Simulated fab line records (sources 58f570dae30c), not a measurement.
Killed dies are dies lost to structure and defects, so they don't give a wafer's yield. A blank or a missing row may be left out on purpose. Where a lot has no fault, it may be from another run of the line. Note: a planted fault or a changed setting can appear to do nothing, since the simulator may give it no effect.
Chamber matching ; flow berkeley_cmos170 ; 3 sister chambers for UCB170_M3_ETCH_17 on rie_diel-03
The step etches BARC in N2/H2. 6 wafers are shown with their chamber, then 6 later ones without.

## WAFERS WITH THEIR CHAMBER
wafer;chamber;oes_product_au (a.u.);throttle_valve_pct (%)
L559.1;2;0.974;13.27
L559.6;1;0.976;13.18
L561.4;3;1.030;13.24
L561.6;2;0.983;13.27
L558.2;3;1.030;13.22
L558.5;1;0.981;13.17

## WAFERS WHOSE CHAMBER IS MISSING
wafer;oes_product_au (a.u.);throttle_valve_pct (%)
L558.6;1.025;13.24
L560.4;0.974;13.27
L560.5;0.990;13.16
L560.6;0.975;13.27
L575.2;1.018;13.24
L575.5;1.014;13.24

## WHICH CHAMBER EACH ONE RAN IN
wafer;from the rows above;in truth
L558.6;3;3
L560.4;2;2
L560.5;1;1
L560.6;2;2
L575.2;3;3
L575.5;3;3
Correctly placed: 6 of 6. Number that these rows cannot place: 0. Placed wrongly: 0.
How it was worked out, from the rows above alone: a wafer's distance from a chamber is the root of the sum, over the readings, of the square of ((its reading less the chamber's mean) divided by the reading's scatter). If the next closest chamber is less than 2 further off than the closest, the wafer can't be placed; otherwise it belongs to the closest. A chamber's mean is the mean of its shown wafers. The scatter: take each reading less its chamber's mean, square it, sum over the shown wafers, divide by the number of wafers less the number of chambers, and take the root.
